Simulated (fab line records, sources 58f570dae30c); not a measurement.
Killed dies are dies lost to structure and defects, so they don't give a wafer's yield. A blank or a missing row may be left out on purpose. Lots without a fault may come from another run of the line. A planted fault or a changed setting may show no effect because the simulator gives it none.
Which tool did it? | flow berkeley_cmos170 | 15 lots, 45 wafers sampled, at 2 steps of a route of 331

WHAT THE GAUGES READ, wafer by wafer
UCB170_M1_CD_MEAS_09: target cd 700 nm.
lot  | measured     | on        | cd_nm (nm)
L281 | day 7 14:36  | cd_sem-02 | 699.5 700.0 697.5
L280 | day 7 14:52  | cd_sem-01 | 697.2 698.8 697.0
L282 | day 7 15:34  | cd_sem-01 | 701.9 700.6 700.5
L283 | day 7 15:53  | cd_sem-02 | 698.9 699.8 699.2
L284 | day 7 16:14  | cd_sem-02 | 703.4 701.7 701.6
L285 | day 8 04:16  | cd_sem-02 | 700.9 701.4 701.9
L289 | day 9 08:02  | cd_sem-02 | 700.0 699.1 700.5
L292 | day 9 20:25  | cd_sem-01 | 714.3 714.4 713.0
L293 | day 9 22:02  | cd_sem-01 | 710.4 708.9 708.6
L295 | day 10 10:51 | cd_sem-01 | 710.1 710.6 710.7
L297 | day 10 11:13 | cd_sem-01 | 699.7 698.7 698.8
L298 | day 11 04:22 | cd_sem-01 | 698.0 698.3 698.7
L299 | day 11 05:19 | cd_sem-01 | 698.2 699.7 698.7
L301 | day 11 05:47 | cd_sem-02 | 700.7 701.3 703.0
L303 | day 11 08:05 | cd_sem-01 | 700.3 700.1 698.5

WHICH TOOL RAN EACH LOT (tool, then ch and the chambers of the sampled wafers, then the start)
lot  | UCB170_M1_EXPOSE_06
L281 | krf_scanner-01 ch 0, day 7 14:13
L280 | krf_scanner-01 ch 0, day 7 14:25
L282 | krf_scanner-01 ch 0, day 7 15:10
L283 | krf_scanner-02 ch 0, day 7 15:29
L284 | krf_scanner-01 ch 0, day 7 15:50
L285 | krf_scanner-02 ch 0, day 8 03:46
L289 | krf_scanner-02 ch 0, day 9 07:37
L292 | krf_scanner-01 ch 0, day 9 20:02
L293 | krf_scanner-01 ch 0, day 9 20:56
L295 | krf_scanner-01 ch 0, day 10 09:46
L297 | krf_scanner-02 ch 0, day 10 10:22
L298 | krf_scanner-02 ch 0, day 11 03:59
L299 | krf_scanner-02 ch 0, day 11 04:55
L301 | krf_scanner-02 ch 0, day 11 05:23
L303 | krf_scanner-02 ch 0, day 11 07:41
- UCB170_M1_EXPOSE_06: exposes mask METAL1, target cd 700 nm.

WHAT THE TOOLS THEMSELVES READ (means of the sampled wafers that have a number; where no wafer has one, the mark that the record gives instead)
UCB170_M1_EXPOSE_06.
lot  | tool           | exposure_dose_mJ_cm2
L281 | krf_scanner-01 | 21.030
L280 | krf_scanner-01 | 21.010
L282 | krf_scanner-01 | 21.003
L283 | krf_scanner-02 | 20.955
L284 | krf_scanner-01 | 20.963
L285 | krf_scanner-02 | 21.008
L289 | krf_scanner-02 | 20.997
L292 | krf_scanner-01 | 19.535
L293 | krf_scanner-01 | 19.824
L295 | krf_scanner-01 | 20.046
L297 | krf_scanner-02 | 21.002
L298 | krf_scanner-02 | 20.961
L299 | krf_scanner-02 | 21.003
L301 | krf_scanner-02 | 21.019
L303 | krf_scanner-02 | 20.983

THE ANSWER, worked out from the rows above alone
Rule: what is usual is taken from the lots themselves. Put in order of their means at a reading, lots are off if they are a third of the lots or fewer, leave a main group of 4 or more, and stand apart from it by a gap of 3 or more times the standard deviation of the main group's means; of several such gaps the widest counts. A main group whose means are all the same, to the digits that the tables above print for the reading, isn't used. A lot without any number at a reading at which 4 lots or more have one is off too. The other lots that the step has rows for count as sound. The gauges are gone through in route order, then the tools' own readings, and for those a lot's mean is taken as printed above. The first step at which some lot is off is used, and at that step the reading that is off furthest; a lot without a number counts as furthest.
Off: L292, L293, L295, at UCB170_M1_CD_MEAS_09 (cd_nm). The main group: mean 699.8 nm, standard deviation 1.4.
A tool fits if, at a process step before that reading, it ran every lot that is off, and no sound lot after the first of them. The gauges at UCB170_M1_CD_MEAS_09 aren't tried: what is off there is off at UCB170_M1_EXPOSE_06 too, on other tools, and a gauge's error can't cause that. One fits: krf_scanner-01 at UCB170_M1_EXPOSE_06. Its last sound lot is L284 (day 7 15:50), its first lot that is off L292 (day 9 20:02): a fault that began between those two fits.
The tool's own readings at UCB170_M1_EXPOSE_06 bear it out: on the lots that are off they differ by more than 5 times the standard deviation of the sound lots' means. exposure_dose_mJ_cm2 reads 19.802 there against 20.994 on the sound lots.

WHAT THE SIMULATOR HAD PUT IN
Process parameter drift: krf_scanner-01, from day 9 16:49 on, at UCB170_M1_EXPOSE_06. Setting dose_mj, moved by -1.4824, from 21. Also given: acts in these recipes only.
Lots struck among those shown: L292, L293, L295. The rule above found the same.
